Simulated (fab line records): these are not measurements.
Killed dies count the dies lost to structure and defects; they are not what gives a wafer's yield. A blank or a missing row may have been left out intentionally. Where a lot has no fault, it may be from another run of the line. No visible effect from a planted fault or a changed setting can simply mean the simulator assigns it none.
A sampling plan put to the test + flow rit-cmos + each of the 33 faults these records tell of, on one fab line, judged from the records of the lots it struck
Plan = the line's own looks (route steps where a gauge or an inspection reads the wafer without altering it). A look can be judged if struck wafers have a number there and the file gives its usual mean and standard deviation on fault-free wafers. Caught: the struck wafers' mean, at a look after the fault's first step, is 4 or more of those standard deviations (sigma) away from the usual mean. On the tool: here the same test is run on the tool's own readings at the fault's steps. A different recipe on the struck wafers counts as caught too, as does a record blank only for those wafers.

== THE FAULTS, as the simulator had put them in ==
1. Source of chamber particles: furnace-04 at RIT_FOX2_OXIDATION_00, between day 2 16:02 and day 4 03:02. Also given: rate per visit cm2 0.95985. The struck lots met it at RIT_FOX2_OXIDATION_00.
2. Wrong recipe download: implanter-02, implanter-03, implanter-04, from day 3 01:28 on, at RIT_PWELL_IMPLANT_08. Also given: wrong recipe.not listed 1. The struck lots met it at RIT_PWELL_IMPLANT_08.
3. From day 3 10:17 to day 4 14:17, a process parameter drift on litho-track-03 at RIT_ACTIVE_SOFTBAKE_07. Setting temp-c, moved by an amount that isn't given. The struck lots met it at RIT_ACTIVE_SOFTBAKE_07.
4. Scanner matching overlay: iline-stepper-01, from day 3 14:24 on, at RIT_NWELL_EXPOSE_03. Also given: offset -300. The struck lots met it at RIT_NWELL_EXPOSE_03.
5. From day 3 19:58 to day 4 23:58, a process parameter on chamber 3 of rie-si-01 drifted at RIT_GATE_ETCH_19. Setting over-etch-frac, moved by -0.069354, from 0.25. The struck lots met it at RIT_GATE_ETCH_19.
6. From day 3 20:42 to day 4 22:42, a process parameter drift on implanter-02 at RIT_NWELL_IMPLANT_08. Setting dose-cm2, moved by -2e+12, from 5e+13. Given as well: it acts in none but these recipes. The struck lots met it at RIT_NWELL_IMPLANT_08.
7. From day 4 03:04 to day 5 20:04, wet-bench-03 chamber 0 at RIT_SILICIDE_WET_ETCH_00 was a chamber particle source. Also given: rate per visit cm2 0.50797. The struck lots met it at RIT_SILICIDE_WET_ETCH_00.
8. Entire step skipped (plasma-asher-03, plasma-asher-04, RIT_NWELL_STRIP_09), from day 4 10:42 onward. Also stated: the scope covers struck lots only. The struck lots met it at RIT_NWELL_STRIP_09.
9. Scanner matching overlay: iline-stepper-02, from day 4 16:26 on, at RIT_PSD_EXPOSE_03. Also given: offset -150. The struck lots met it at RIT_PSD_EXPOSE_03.
10. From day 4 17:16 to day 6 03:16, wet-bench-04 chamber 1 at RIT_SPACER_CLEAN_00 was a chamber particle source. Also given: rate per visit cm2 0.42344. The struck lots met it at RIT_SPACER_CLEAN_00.
11. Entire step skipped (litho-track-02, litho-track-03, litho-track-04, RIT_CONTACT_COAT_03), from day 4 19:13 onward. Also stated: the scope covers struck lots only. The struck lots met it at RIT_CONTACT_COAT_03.
12. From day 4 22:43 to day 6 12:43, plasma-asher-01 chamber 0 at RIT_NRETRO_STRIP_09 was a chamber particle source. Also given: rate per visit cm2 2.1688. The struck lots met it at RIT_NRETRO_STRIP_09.
13. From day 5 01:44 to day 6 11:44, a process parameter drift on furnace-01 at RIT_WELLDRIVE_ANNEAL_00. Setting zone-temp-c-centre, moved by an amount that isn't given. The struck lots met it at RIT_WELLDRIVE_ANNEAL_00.
14. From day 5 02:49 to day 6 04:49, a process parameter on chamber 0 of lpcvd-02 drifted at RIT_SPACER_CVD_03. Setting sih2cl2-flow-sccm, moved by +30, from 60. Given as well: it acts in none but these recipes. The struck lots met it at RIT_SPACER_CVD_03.
15. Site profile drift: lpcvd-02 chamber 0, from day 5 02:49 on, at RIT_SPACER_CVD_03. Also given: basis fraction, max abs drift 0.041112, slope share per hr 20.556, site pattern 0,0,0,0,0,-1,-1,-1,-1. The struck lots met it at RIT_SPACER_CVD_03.
16. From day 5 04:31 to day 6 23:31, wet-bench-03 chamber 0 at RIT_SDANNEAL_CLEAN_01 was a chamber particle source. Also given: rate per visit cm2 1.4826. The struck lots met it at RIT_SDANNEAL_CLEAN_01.
17. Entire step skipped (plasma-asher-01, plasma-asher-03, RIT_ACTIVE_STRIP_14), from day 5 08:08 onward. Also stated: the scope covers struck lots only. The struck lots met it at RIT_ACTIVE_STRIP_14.
18. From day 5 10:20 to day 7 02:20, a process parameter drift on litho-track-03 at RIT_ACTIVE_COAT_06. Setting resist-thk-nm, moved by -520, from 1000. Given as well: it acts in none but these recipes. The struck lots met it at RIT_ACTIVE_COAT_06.
19. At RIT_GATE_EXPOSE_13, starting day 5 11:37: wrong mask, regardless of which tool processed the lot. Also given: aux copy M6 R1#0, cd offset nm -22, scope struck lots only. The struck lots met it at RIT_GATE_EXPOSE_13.
20. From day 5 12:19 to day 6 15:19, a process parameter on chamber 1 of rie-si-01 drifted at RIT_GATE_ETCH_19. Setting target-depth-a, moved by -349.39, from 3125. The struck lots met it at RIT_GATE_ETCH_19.
21. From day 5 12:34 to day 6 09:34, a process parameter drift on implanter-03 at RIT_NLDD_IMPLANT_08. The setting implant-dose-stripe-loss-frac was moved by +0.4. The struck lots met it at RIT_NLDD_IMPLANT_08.
22. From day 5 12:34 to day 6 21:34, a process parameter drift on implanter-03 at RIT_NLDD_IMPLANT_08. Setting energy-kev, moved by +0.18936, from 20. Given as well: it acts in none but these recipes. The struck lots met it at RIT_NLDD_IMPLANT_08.
23. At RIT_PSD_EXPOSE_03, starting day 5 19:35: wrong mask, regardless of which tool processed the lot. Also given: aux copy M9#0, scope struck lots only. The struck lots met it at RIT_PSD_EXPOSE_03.
24. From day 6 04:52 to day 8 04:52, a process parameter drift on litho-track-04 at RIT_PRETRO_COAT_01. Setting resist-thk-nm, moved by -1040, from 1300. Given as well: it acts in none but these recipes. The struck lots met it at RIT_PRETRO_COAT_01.
25. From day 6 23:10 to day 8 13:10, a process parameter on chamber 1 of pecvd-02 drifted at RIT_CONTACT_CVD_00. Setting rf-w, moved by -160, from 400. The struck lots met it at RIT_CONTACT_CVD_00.
26. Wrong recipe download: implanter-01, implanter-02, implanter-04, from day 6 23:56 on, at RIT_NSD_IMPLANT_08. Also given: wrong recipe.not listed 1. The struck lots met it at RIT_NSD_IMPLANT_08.
27. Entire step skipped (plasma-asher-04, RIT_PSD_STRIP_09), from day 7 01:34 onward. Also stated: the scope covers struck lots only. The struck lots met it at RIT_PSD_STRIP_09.
28. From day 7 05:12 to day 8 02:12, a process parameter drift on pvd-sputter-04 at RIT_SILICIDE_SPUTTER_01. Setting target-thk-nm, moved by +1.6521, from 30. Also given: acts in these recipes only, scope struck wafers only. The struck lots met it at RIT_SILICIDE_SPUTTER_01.
29. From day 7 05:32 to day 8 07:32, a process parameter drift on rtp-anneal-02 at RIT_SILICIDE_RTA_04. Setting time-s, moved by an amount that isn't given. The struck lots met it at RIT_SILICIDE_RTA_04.
30. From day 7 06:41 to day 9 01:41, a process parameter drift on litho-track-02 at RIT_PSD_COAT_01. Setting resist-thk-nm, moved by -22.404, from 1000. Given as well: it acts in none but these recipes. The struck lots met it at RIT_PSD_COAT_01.
31. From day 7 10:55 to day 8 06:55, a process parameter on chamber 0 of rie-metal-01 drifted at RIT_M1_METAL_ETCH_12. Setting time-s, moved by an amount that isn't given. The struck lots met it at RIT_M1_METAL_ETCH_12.
32. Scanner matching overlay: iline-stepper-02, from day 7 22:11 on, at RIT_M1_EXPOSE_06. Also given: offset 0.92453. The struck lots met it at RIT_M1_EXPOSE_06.
33. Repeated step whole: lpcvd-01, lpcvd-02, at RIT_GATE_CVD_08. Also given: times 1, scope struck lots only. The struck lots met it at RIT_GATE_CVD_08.

== WHAT THE PLAN SAW ==
| fault | on the tool itself                               | first look that catches it                   | reading, sigma                                                | median hours from its first step to that look | hours from the fault's start to the first struck lot there | judged looks passed uncaught |
|-------|--------------------------------------------------|----------------------------------------------|---------------------------------------------------------------|-----------------------------------------------|------------------------------------------------------------|------------------------------|
| 1     | under 2 sigma                                    | no look after it can be judged               | -                                                             | -                                             | -                                                          | 0                            |
| 2     | no reading that can be judged                    | RIT_PWELL_TW_MEAS_10                         | PWELL_TW +99 or beyond                                        | 0.3                                           | 2                                                          | 0                            |
| 3     | heater-power-total-W +21 sigma                   | not the one look that can be judged after it | -                                                             | -                                             | -                                                          | 1                            |
| 4     | under 2 sigma                                    | RIT_NWELL_OVL_MEAS_06                        | NWELL_OVL -99 or beyond                                       | 0.5                                           | 6                                                          | 0                            |
| 5     | oes-product-au +4.0 sigma                        | no look after it can be judged               | -                                                             | -                                             | -                                                          | 0                            |
| 6     | dose-ions-cm2 -37 sigma                          | RIT_WELLDRIVE_RS_MEAS_01                     | NWELL_RS +10                                                  | 7.2                                           | 11                                                         | 0                            |
| 7     | no reading that can be judged                    | no look after it can be judged               | -                                                             | -                                             | -                                                          | 0                            |
| 8     | the tool's record is blank for the struck wafers | RIT_PWELL_TW_MEAS_10                         | PWELL_TW -99 or beyond                                        | 1.7                                           | 3                                                          | 0                            |
| 9     | under 2 sigma                                    | RIT_PSD_OVL_MEAS_06                          | PSD_OVL -99 or beyond                                         | 0.4                                           | 6                                                          | 0                            |
| 10    | no reading that can be judged                    | no look after it can be judged               | -                                                             | -                                             | -                                                          | 0                            |
| 11    | the tool's record is blank for the struck wafers | no look after it can be judged               | -                                                             | -                                             | -                                                          | 0                            |
| 12    | under 2 sigma                                    | not the one look that can be judged after it | -                                                             | -                                             | -                                                          | 1                            |
| 13    | spike-tc-centre-C -26 sigma                      | RIT_WELLDRIVE_RS_MEAS_01                     | NWELL_RS +25                                                  | 5.1                                           | 15                                                         | 0                            |
| 14    | sih2cl2-flow-sccm +99 or beyond sigma            | RIT_SPACER_THK_MEAS_04                       | SPACER_NITRIDE_THK +13                                        | 1.9                                           | 16                                                         | 0                            |
| 15    | under 2 sigma                                    | not the one look that can be judged after it | strongest: SPACER_NITRIDE_THK at RIT_SPACER_THK_MEAS_04, -3.9 | -                                             | -                                                          | 1                            |
| 16    | no reading that can be judged                    | no look after it can be judged               | -                                                             | -                                             | -                                                          | 0                            |
| 17    | the tool's record is blank for the struck wafers | no look after it can be judged               | -                                                             | -                                             | -                                                          | 0                            |
| 18    | no reading that can be judged                    | RIT_ACTIVE_CD_MEAS_11                        | cd-nm -23                                                     | 0.7                                           | 11                                                         | 0                            |
| 19    | under 2 sigma                                    | RIT_GATE_CD_MEAS_16                          | cd-nm -9.2                                                    | 0.5                                           | 4                                                          | 0                            |
| 20    | oes-product-au +7.1 sigma                        | no look after it can be judged               | -                                                             | -                                             | -                                                          | 0                            |
| 21    | under 2 sigma                                    | RIT_NLDD_TW_MEAS_10                          | NLDD_TW -7.2                                                  | 0.3                                           | 2                                                          | 0                            |
| 22    | beam-energy-keV +31 sigma                        | no look after it can be judged               | -                                                             | -                                             | -                                                          | 0                            |
| 23    | only faintly: focus-offset-nm +2.2 sigma         | RIT_PSD_TW_MEAS_10                           | PSD_TW -99 or beyond                                          | 0.9                                           | 2                                                          | 0                            |
| 24    | under 2 sigma                                    | not the one look that can be judged after it | -                                                             | -                                             | -                                                          | 1                            |
| 25    | rf-fwd-power-W -98 sigma                         | RIT_CONTACT_THK_MEAS_01                      | CONTACT_TEOS_THK -10                                          | 0.1                                           | 10                                                         | 0                            |
| 26    | under 2 sigma                                    | RIT_SDANNEAL_RS_MEAS_05                      | NSD_RS +99 or beyond                                          | 2.5                                           | 3                                                          | 0                            |
| 27    | the tool's record is blank for the struck wafers | no look after it can be judged               | -                                                             | -                                             | -                                                          | 0                            |
| 28    | under 2 sigma                                    | RIT_SILICIDE_RS_MEAS_02                      | SILICIDE_TI_RS -5.3                                           | 0.2                                           | 16                                                         | 0                            |
| 29    | under 2 sigma                                    | no look after it can be judged               | -                                                             | -                                             | -                                                          | 0                            |
| 30    | no reading that can be judged                    | not the one look that can be judged after it | -                                                             | -                                             | -                                                          | 1                            |
| 31    | run-length-s +46 sigma                           | no look after it can be judged               | -                                                             | -                                             | -                                                          | 0                            |
| 32    | no reading that can be judged                    | no look after it can be judged               | -                                                             | -                                             | -                                                          | 0                            |
| 33    | no reading that can be judged                    | RIT_GATE_THK_MEAS_09                         | GATE_POLY_THK +99 or beyond                                   | 5.0                                           | -                                                          | 0                            |
A dash: the fault isn't caught, or these records don't give the number.

Caught at a look: 15 of 33. Caught on the tool: 13 of 33. By one or the other: 23 of 33.
Caught on the tool alone: faults 3, 5, 11, 17, 20, 22, 27, 31.
Caught at a look alone: faults 2, 4, 9, 18, 19, 21, 23, 26, 28, 33.
Caught by neither: faults 1, 7, 10, 12, 15, 16, 24, 29, 30, 32.

== THINNER SAMPLING ==
Were the look that catches a fault to measure just every second or every third lot (counted by lot number), the first struck lot would, at worst, be measured this late:
| fault | struck lots at that look, in order of time | every lot | every second lot | every third lot |
|-------|--------------------------------------------|-----------|------------------|-----------------|
| 2     | L678, L679, L680, L681                     | 2 h       | 5 h              | 10 h            |
| 4     | L177, L179                                 | 6 h       | may miss all 2   | may miss all 2  |
| 6     | L187, L189, L190                           | 11 h      | 25 h             | may miss all 3  |
| 8     | L333, L334                                 | 3 h       | 6 h              | may miss all 2  |
| 9     | L611, L612                                 | 6 h       | 8 h              | may miss all 2  |
| 13    | L349, L350                                 | 15 h      | 20 h             | may miss all 2  |
| 14    | L559                                       | 16 h      | may miss it      | may miss it     |
| 18    | L465, L466                                 | 11 h      | 22 h             | may miss all 2  |
| 19    | L603                                       | 4 h       | may miss it      | may miss it     |
| 21    | L114, L115                                 | 2 h       | 16 h             | may miss all 2  |
| 23    | L467                                       | 2 h       | may miss it      | may miss it     |
| 25    | L340, L343                                 | 10 h      | 25 h             | may miss all 2  |
| 26    | L319, L320, L321, L322                     | 3 h       | 8 h              | 14 h            |
| 28    | L323                                       | 16 h      | may miss it      | may miss it     |
Hours are from the fault's start to the first struck lot that is measured. The limit of 4 sigma was tested on all struck wafers together, so one lot alone may lie under it. Other struck lots may not be in these records.

== THE LONGEST TIMED WAY FROM STEP TO LOOK ==
Fault 6: the median time between RIT_NWELL_IMPLANT_08 and RIT_WELLDRIVE_RS_MEAS_01 is 7.2 hours. No look between them can be judged.
